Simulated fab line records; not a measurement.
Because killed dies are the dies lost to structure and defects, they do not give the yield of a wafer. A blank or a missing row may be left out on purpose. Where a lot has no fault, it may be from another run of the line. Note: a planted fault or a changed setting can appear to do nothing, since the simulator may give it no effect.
A struck lot beside a sound one -- flow berkeley cmos170 -- 14 steps out of a route of 331
Sound: these wafers, L492.3, L492.4, L492.6. Wafers L500.4, L500.5, L500.6 were the ones struck. The cause is given at the end.
Per side, at each step with rows, come the tool, then ch with its chambers, and then its first start. Under that, the readings that differ: sound wafers -- struck wafers -- difference of the means -- sigmas: that difference in standard deviations of wafers without a fault.
alike: readings with means less than 2 such deviations apart, plus words and numbers identical on both sides. not compared: withheld readings, readings lacking a value on some wafer, bounds such as >300 that could conceal the same value, and numbers that have no deviation in the record and whose values overlap.
Wherever a step has rows on one side only, a row that says differs or no value, or a row with sigmas, the two part there. When numbers do not overlap yet have no deviation, they are printed without sigmas and do not part them. Lack of a reading on every wafer of one side parts them only where that side has two or more wafers.

UCB170_START_BOW_MEAS_00:
  sound on film metro-03, day 2 11:02; struck on film metro-04, day 4 03:04
  alike: INCOMING_BOW
then, 2 steps without rows for these wafers: UCB170_START_CLEAN_01 (cleans in dHF, time 60 s); UCB170_START_OXIDATION_02 (target thk 20 nm, ox time 1800 s).
UCB170_START_THK_MEAS_03:
  sound on film metro-03, day 2 18:34; struck on film metro-04, day 4 06:29
  alike: START_OXIDE_THK
then, 7 steps without rows for these wafers: UCB170_START_ANNEAL_04 (time 1200 s); UCB170_ZERO_HMDS_00 (prime time 60 s); UCB170_ZERO_COAT_01 (resist thk 900 nm); UCB170_ZERO_SOFTBAKE_02 (time 60 s); UCB170_ZERO_EXPOSE_03 (exposes mask PM MARKS, target cd 4000 nm); UCB170_ZERO_PEB_04; UCB170_ZERO_DEVELOP_05 (develop time 45 s).
UCB170_ZERO_ETCH_06: etches SiO2 in CHF3/CF4/Ar, time 12 s.
  sound on rie diel-01 ch 0,1, day 3 04:08; struck on rie diel-04 ch 0,1,3, day 4 10:12
  alike: drypump motor current A, oes product au, throttle valve pct
  not compared: rf hours counter h
UCB170_ZERO_STRIP_07: strips in O2.
  sound on plasma asher-04 ch 0,1, day 3 04:12; struck on plasma asher-03 ch 0,1, day 4 10:16
  no value came back on the struck wafers for chamber pressure mTorr (mTorr), drypump motor current A (A), oes product au (a.u.), strip time to endpoint s (s); on the sound wafers chamber pressure mTorr (mTorr) reads 3504.1 3497.2 3503.1
reading,sound,struck,difference,sigmas
model.KrF_of_ZERO_COAT_01.thk nm (nm),0 0 0,884.3 881.8 886.8,+884.3,
  not compared: rf hours counter h
-- the record jumps here: 7 days lie between the struck wafers' starts before and after (it left off in module ZERO and takes up again in module M3, whose first step shown is number 331 of the route) --
UCB170_M3_PROBE_99:
  only the struck wafers here have rows in the record (prober-01, day 11 12:08); the sound ones have none

WHERE THEY PART
First at UCB170_ZERO_STRIP_07; last, within this record, at UCB170_M3_PROBE_99.

WHY: the cause the simulator had injected
Skipped step whole: plasma asher-03, from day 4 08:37 on, at UCB170_ZERO_STRIP_07. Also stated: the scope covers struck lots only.
